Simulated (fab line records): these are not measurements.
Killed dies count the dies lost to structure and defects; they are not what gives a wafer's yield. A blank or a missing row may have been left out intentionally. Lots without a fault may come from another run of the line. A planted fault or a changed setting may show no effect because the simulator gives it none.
A struck lot beside a sound one -- flow rit-cmos -- 15 out of 202 route steps
Sound: the wafers L727.3, L727.4, L727.6. Wafers L738.1, L738.3, L738.5 were the ones struck. Last of all comes the cause.
For every step that has rows: the tool of each side, followed by ch and its chambers, followed by its first start. Under that, the readings that differ: sound wafers -- struck wafers -- difference of the means -- sigmas: that difference in standard deviations of wafers without a fault.
alike: readings with means less than 2 such deviations apart, plus words and numbers identical on both sides. not compared: withheld readings, readings lacking a value on some wafer, bounds such as >300 that could conceal the same value, and numbers that have no deviation in the record and whose values overlap.
The two part at a step that has a row with sigmas, a row that says differs or no value, or rows on one side only. When numbers do not overlap yet have no deviation, they are printed without sigmas and do not part them. Lack of a reading on every wafer of one side parts them only where that side has two or more wafers.

first, 2 steps without rows for these wafers: RIT_NLDD_HARDBAKE_07 (time 60 s); RIT_NLDD_IMPLANT_08.
RIT_NLDD_STRIP_09: strips in O2, time 180 s.
  sound on plasma-asher-02 ch 0,1, day 4 00:50; struck on plasma-asher-01 ch 0,1, day 6 05:21
  alike: drypump-motor-current-A
  not compared: rf-hours-counter-h
RIT_NLDD_TW_MEAS_10:
  sound on film-metro-01, day 4 00:58; struck on film-metro-03, day 6 05:31
  alike: NLDD_TW
then, 6 steps without rows for these wafers: RIT_PLDD_HMDS_00 (prime time 60 s); RIT_PLDD_COAT_01 (resist thk 1000 nm); RIT_PLDD_SOFTBAKE_02 (time 60 s); RIT_PLDD_EXPOSE_03 (exposes mask M8, target cd 40900 nm); RIT_PLDD_PEB_04; RIT_PLDD_DEVELOP_05 (develop time 50 s).
RIT_PLDD_OVL_MEAS_06:
  sound on overlay-01, day 4 02:00; struck on overlay-01, day 6 06:26
  alike: PLDD_OVL
then, 1 step without rows for these wafers: RIT_PLDD_HARDBAKE_07 (time 60 s).
RIT_PLDD_IMPLANT_08:
  sound on implanter-03 ch 0, day 4 02:13; struck on implanter-01 ch 0, day 6 06:37
reading,sound,struck,difference,sigmas
beam-energy-keV,19.996 20.003 20.007,20.193 20.191 20.184,+0.187,+30
model.implant.drp-nm (nm),9.752 9.752 9.752,9.816 9.816 9.816,+0.064,
  alike: dose-ions-cm2
RIT_PLDD_STRIP_09: strips in O2, time 180 s.
  sound on plasma-asher-02 ch 0,1, day 4 02:23; struck on plasma-asher-02 ch 0,1, day 6 06:46
  alike: drypump-motor-current-A
  not compared: rf-hours-counter-h
after that, 1 step had no rows for these wafers: RIT_M1_PROBE_99.

## WHERE THEY PART
Only at RIT_PLDD_IMPLANT_08, within this record. Later steps at which nothing parts them and some readings are alike: RIT_PLDD_STRIP_09.

WHY: what the simulator had put in
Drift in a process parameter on implanter-01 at RIT_PLDD_IMPLANT_08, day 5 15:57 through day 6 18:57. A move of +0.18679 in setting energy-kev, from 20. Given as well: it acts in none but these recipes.
